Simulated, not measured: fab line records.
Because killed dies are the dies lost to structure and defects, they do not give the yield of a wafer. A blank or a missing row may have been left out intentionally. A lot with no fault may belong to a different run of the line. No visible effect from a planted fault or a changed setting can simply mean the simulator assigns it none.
One fault through the eyes of 2 desks + flow berkeleyCmos170 + only its own numbers are on each desk; what lay behind them is given at the end

== TOOL OWNER'S DESK, rieDiel-02 ==
The tool's own readings at UCB170_V1_ETCH_14 (etches SiO2 in CHF3/CF4/Ar, stops on Al, target depth 1250 nm, time 291 s): means of the sampled wafers that have a number, for each lot that ran on this tool. The brackets show how far a lot's mean lies from the usual mean; more than 4 standard deviations puts the lot out of limits, marked OUT.
Columns: A = drypumpMotorCurrentA at UCB170_V1_ETCH_14, usual 5.90 A; B = oesProductAu at UCB170_V1_ETCH_14, usual 0.870 a.u.; C = rfFwdPowerW at UCB170_V1_ETCH_14, usual 698.2 W; D = throttleValvePct at UCB170_V1_ETCH_14, usual 6.96 %
| lot  | first seen here | A    | B     | C     | D    |
|------|-----------------|------|-------|-------|------|
| L566 | day 8 18:45     | 5.82 | 0.872 | 696.2 | 6.86 |
| L568 | day 9 07:22     | 5.81 | 0.874 | 697.9 | 6.81 |
| L577 | day 11 05:07    | 5.89 | 0.874 | 697.7 | 6.95 |
| L579 | day 11 19:16    | 5.87 | 0.869 | 697.4 | 6.86 |
This desk found nothing out of limits on any of the 4 lots.

== METROLOGY DESK ==
What the gauges read, lot by lot, whatever tool the lot ran on: means of the sampled wafers that have a number. The brackets show how far a lot's mean lies from the usual mean; more than 4 standard deviations puts the lot out of limits, marked OUT.
Columns: A = cdNm at UCB170_CONTACT_CD_MEAS_15, usual 699.8 nm; B = cdNm at UCB170_CONTACT_CD_MEAS_90, usual 700.1 nm
| lot  | first seen here | A     | B     |
|------|-----------------|-------|-------|
| L564 | day 7 22:05     | 700.8 | 701.3 |
| L565 | day 8 10:56     | 700.0 | 700.4 |
| L566 | day 8 12:10     | 699.4 | 699.1 |
| L568 | day 9 01:11     | 700.3 | 700.0 |
| L569 | day 9 03:49     | 699.3 | 699.7 |
| L567 | day 9 04:05     | 699.6 | 698.9 |
| L573 | day 9 15:08     | 698.4 | 698.5 |
| L574 | day 9 15:13     | 699.2 | 698.9 |
| L575 | day 10 20:53    | 698.8 | 698.7 |
| L577 | day 10 21:04    | 701.3 | 702.5 |
| L580 | day 11 10:47    | 702.0 | 703.1 |
| L579 | day 11 11:16    | 699.4 | 700.3 |
| L581 | day 12 01:10    | 700.3 | 699.1 |
| L585 | day 12 15:56    | 701.0 | 700.9 |
This desk found nothing out of limits on any of the 14 lots.

== TAKEN TOGETHER ==
The tool owner's desk saw nothing out of limits.
At the metrology desk, nothing out of limits was observed.

== WHAT THE SIMULATOR PUT IN ==
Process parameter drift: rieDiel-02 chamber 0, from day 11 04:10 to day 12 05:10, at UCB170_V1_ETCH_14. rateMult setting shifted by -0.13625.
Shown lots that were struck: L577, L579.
